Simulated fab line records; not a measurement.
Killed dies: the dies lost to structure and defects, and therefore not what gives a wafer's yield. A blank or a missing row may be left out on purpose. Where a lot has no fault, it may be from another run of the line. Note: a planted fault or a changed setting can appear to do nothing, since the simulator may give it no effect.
Comparing a struck lot with a sound one	flow berkeley cmos170	14 out of 331 route steps
Sound: these wafers, L140.1, L140.3, L140.5. Struck: wafers L147.3, L147.4, L147.5. The cause is named last.
At each step with rows: each side's tool, then ch and its chambers, then its first start. Under that, the readings that differ: sound wafers	struck wafers	difference of the means	sigmas: that difference in standard deviations of wafers without a fault.
alike: readings whose means differ by less than 2 such deviations, and words and numbers that are the same on both sides. not compared: withheld readings, readings that some wafer has no value for, bounds like >300 that may hide the same value, and numbers for which the record gives no deviation and whose values overlap.
A row with sigmas, a row that says differs or no value, or rows on one side alone: a step with any of these is where the two part. Non-overlapping numbers with no deviation appear without sigmas and do not part them. A reading that every wafer of one side lacks parts them only if that side has two wafers or more.

UCB170_PFIELD_TW_MEAS_09:
  sound on film metro-02 at day 4 05:52; struck on film metro-01 at day 5 18:02
reading	sound	struck	difference	sigmas
PFIELD_TW	590 591 589	605 607 605	+16	+2
then, 2 steps without rows for these wafers: UCB170_FIELD_CLEAN_00 (cleans in dHF, time 7.5 s); UCB170_FIELD_OXIDATION_01 (target thk 558.3 nm, ox time 7200 s).
UCB170_FIELD_THK_MEAS_02:
  sound on film metro-02 at day 4 13:11; struck on film metro-04 at day 5 23:19
reading	sound	struck	difference	sigmas
FIELD_OXIDE_THK (nm)	571 586 579	553 552 550	-27	-2
then, 4 steps without rows for these wafers: UCB170_FIELD_ANNEAL_03 (time 1200 s); UCB170_FIELD_WET_ETCH_04 (etches SiO2 in dHF, time 60 s); UCB170_FIELD_WET_ETCH_05 (etches Si3N4 in H3PO4, time 12600 s); UCB170_FIELD_WET_ETCH_06 (etches SiO2 in BOE, time 22 s).
UCB170_FIELD_THK_MEAS_90:
  sound on film metro-03 at day 4 22:17; struck on film metro-04 at day 6 07:14
reading	sound	struck	difference	sigmas
FIELD_OXIDE_LEFT_1_THK (nm)	455 470 463	437 435 434	-27	-2
then, 2 steps without rows for these wafers: UCB170_SACOX_CLEAN_00 (cleans in dHF, time 7.5 s); UCB170_SACOX_OXIDATION_01 (target thk 14.4 nm, ox time 2400 s).
UCB170_SACOX_THK_MEAS_02:
  sound on film metro-04 at day 5 02:21; struck on film metro-02 at day 6 13:09
  alike: SACOX_OXIDE_THK
UCB170_SCREENOX_WET_ETCH_00: etches SiO2 in dHF, time 200 s.
  sound on wet bench-01 ch 0, day 5 02:25; struck on wet bench-02 ch 3, day 6 14:53
  no value came back on the struck wafers for bath heat duty pct (%), run length s (s); on the sound wafers bath heat duty pct (%) reads 6.5 6.4 7.2
reading	sound	struck	difference	sigmas
model.SiO2_of_SACOX_OXIDATION_01.thk nm (nm)	0 0 0	14.45 14.48 14.48	+14.47	
then, 1 step without rows for these wafers: UCB170_SCREENOX_OXIDATION_01 (target thk 14.4 nm, ox time 2400 s).

WHERE THEY PART
At UCB170_PFIELD_TW_MEAS_09 first; at UCB170_SCREENOX_WET_ETCH_00 last (within this record only).

WHY: whatever the simulator had introduced
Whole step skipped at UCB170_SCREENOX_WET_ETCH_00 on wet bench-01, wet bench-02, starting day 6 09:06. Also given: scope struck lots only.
